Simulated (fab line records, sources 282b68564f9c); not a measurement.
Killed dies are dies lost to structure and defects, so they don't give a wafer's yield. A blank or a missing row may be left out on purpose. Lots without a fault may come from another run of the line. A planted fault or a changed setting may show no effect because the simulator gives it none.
fab line records | flow rit_cmos
record lots=15 wafers=45 last_day=7
route steps=202 shown ACTIVE@2 M1@202
lots that met no fault: from a run of the same line without faults
start_h: hours from the record's first day to the start of the lot's first wafer shown | wait_h: hours since the lot's step before | " the same as in the row above | L1.1+2: a row that stands for several wafers | - no value, or no start given | * or withheld: withheld | < > ~ a bound
route shown NAME@n: a module of which the file shows steps, and the number in the route of the first | usual: mean/standard deviation of fault-free wafers | same: alike in all rows | chamber/n: place in a boat | sites: the reading at each site | _std_site: their standard deviation | _edge_site: outer sites' mean less inner sites' | radius_mm: how far each site lies from the wafer's centre | mask NAME#n: copy n | behind: the tool/chamber that last shaped the wafer | hold: why the lot was held/for how many hours/how that ended | device: the transistor (n, p or np) that didn't switch | end of line: the same wafers' tests at the end of the route | a step without rows: its recipe alone | killed: dies lost to structure and defects at the first sort, not the wafer's yield | map: a wafer's dies, x killed, . not, _ none there
set.NAME: the setting as run; set.NAME@STEP: as run at that earlier step | model.NAME: the simulator's own value behind a step, which no gauge read
steps of the route over a sample of lots; a table a step, a row a wafer
services: from which hour (start_h, from the record's first day; less than 0 if before it) a tool's chamber was out of use, for how many hours, and why
## steps
# step RIT_ACTIVE_OXIDATION_01
# recipe temp_c=1000 ambient=O2 target_thk_a=468 ox_time_s=3480
# columns lot.wafer tool chamber start_h wait_h
L785.4+5+6 furnace-01 0 12.14 2.1
L788.2+3+6 furnace-03 0 25.12 0.1
L789.1+4+5 furnace-04 0 31.69 1.7
L790.3+5+6 furnace-01 0 35.12 0.1
L791.3+4+5 furnace-04 0 40.22 0.2
L792.2+5+6 furnace-04 0 45.12 0.1
L793.1+5+6 furnace-03 0 50.84 0.8
L794.3+4+5 furnace-04 0 55.12 0.1
L795.2+3+5 furnace-04 0 60.12 0.1
L796.2+5+6 furnace-03 0 65.12 0.1
L796.2+5+6 furnace-04 0 68.33 1.3
L797.3+5+6 furnace-01 0 71.18 1.1
L797.3+5+6 furnace-01 0 73.36 0.2
L800.1+2+5 furnace-03 0 85.16 0.1
L801.3+4+5 furnace-01 0 91.22 1.2
L802.3+4+6 furnace-04 0 96.48 1.4
L805.2+3+4 furnace-03 0 110.12 0.1
L805.2+3+4 furnace-03 0 112.22 0.2
# step RIT_ACTIVE_THK_MEAS_02
# recipe reads=SiO2_of_ACTIVE_OXIDATION_01
# usual ACTIVE_OXIDE_THK=48.1/0.74
# columns lot.wafer tool chamber start_h wait_h ACTIVE_OXIDE_THK[nm]
L785.4 film_metro-01 - 14.10 0.0 47.5
L785.5 " - " " 47.5
L785.6 " - " " 48.0
L788.2 film_metro-01 - 27.06 0.0 49.0
L788.3 " - " " 48.4
L788.6 " - " " 48.5
L789.1 film_metro-02 - 33.63 0.0 48.5
L789.4 " - " " 48.2
L789.5 " - " " 48.4
L790.3 film_metro-01 - 37.07 0.0 48.1
L790.5 " - " " 47.9
L790.6 " - " " 47.6
L791.3 film_metro-04 - 42.18 0.0 49.5
L791.4 " - " " 48.9
L791.5 " - " " 49.1
L792.2 film_metro-02 - 47.06 0.0 47.9
L792.5 " - " " 48.6
L792.6 " - " " 48.6
L793.1 film_metro-01 - 52.77 0.0 47.8
L793.5 " - " " 47.9
L793.6 " - " " 48.1
L794.3 film_metro-01 - 57.07 0.0 48.1
L794.4 " - " " 48.8
L794.5 " - " " 48.3
L795.2 film_metro-04 - 62.06 0.0 49.0
L795.3 " - " " 49.2
L795.5 " - " " 48.2
L796.2 film_metro-01 - 70.27 0.0 76.5
L796.5 " - " " 75.4
L796.6 " - " " 76.8
L796.2 film_metro-01 - 70.52 0.2 76.4
L796.5 " - " " 75.5
L796.6 " - " " 76.8
L797.3 film_metro-04 - 75.37 0.1 77.8
L797.5 " - " " 77.2
L797.6 " - " " 78.4
L797.3 film_metro-04 - 75.60 0.2 77.8
L797.5 " - " " 77.2
L797.6 " - " " 78.4
L800.1 film_metro-04 - 87.09 0.0 47.5
L800.2 " - " " 48.4
L800.5 " - " " 47.6
L801.3 film_metro-01 - 93.17 0.0 47.9
L801.4 " - " " 48.0
L801.5 " - " " 48.1
L802.3 film_metro-02 - 98.44 0.0 47.7
L802.4 " - " " 49.2
L802.6 " - " " 48.1
L805.2 film_metro-02 - 114.23 0.1 77.1
L805.3 " - " " 76.3
L805.4 " - " " 78.0
L805.2 film_metro-02 - 114.45 0.2 77.2
L805.3 " - " " 76.3
L805.4 " - " " 78.0
# step RIT_M1_PROBE_99
# usual killed_at_contacts=0.1/0.25 killed_at_front_end=7/3.3 killed_dies=7/3.2 killed_open=3.6/2.2 killed_short=3.5/2
# same gross_dies=264 killed_at_M0_to_M3=0 killed_at_M4_up=0 killed_at_back_side=0 killed_at_other=0
# columns lot.wafer tool chamber start_h wait_h killed_at_contacts killed_at_front_end killed_dies killed_open killed_short
L805.2 prober-02 - 178.66 0.1 0 11 11 5 6
# killed by level:class
L805.2 GATE:geometric_particle:short=3 FOX2:geometric_particle:open=2 SILICIDE:geometric_particle:short=2 FOX1:geometric_particle:open=1 REOX:geometric_particle:short=1 SPACER:geometric_particle:open=1 SILICIDE:geometric_particle:open=1
## services
# columns tool chamber start_h hours kind
furnace-03 - 67.05 3.4 pm
furnace-04 - 92.77 3.7 pm
## key
first_sign step=RIT_ACTIVE_OXIDATION_01 reading=visit direction=added
effect step=RIT_ACTIVE_THK_MEAS_02 reading=visit direction=added
effect step=RIT_ACTIVE_THK_MEAS_02 reading=ACTIVE_OXIDE_THK direction=up sigmas=39 usual=48.1 struck=77.1
met_at RIT_ACTIVE_OXIDATION_01
struck_lots L796,L797,L805
rows_end L796.2,L796.5,L796.6,L797.3,L797.5,L797.6
tester_left_out L805
fault kind=repeated_step_whole tool=furnace-01,furnace-03,furnace-04 chamber=- onset_h=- steps=RIT_ACTIVE_OXIDATION_01 times=1 scope=struck_lots_only
# tester_left_out: of these lots the tester's yield and bins aren't shown, on N5 and GAA mostly nor the transistor test; their killed dies are dies lost to structure and defects alone, not to doping, threshold or leakage, so they don't give the yield
# rows_end: these wafers met a further fault down the route, and their rows from its step on are left out
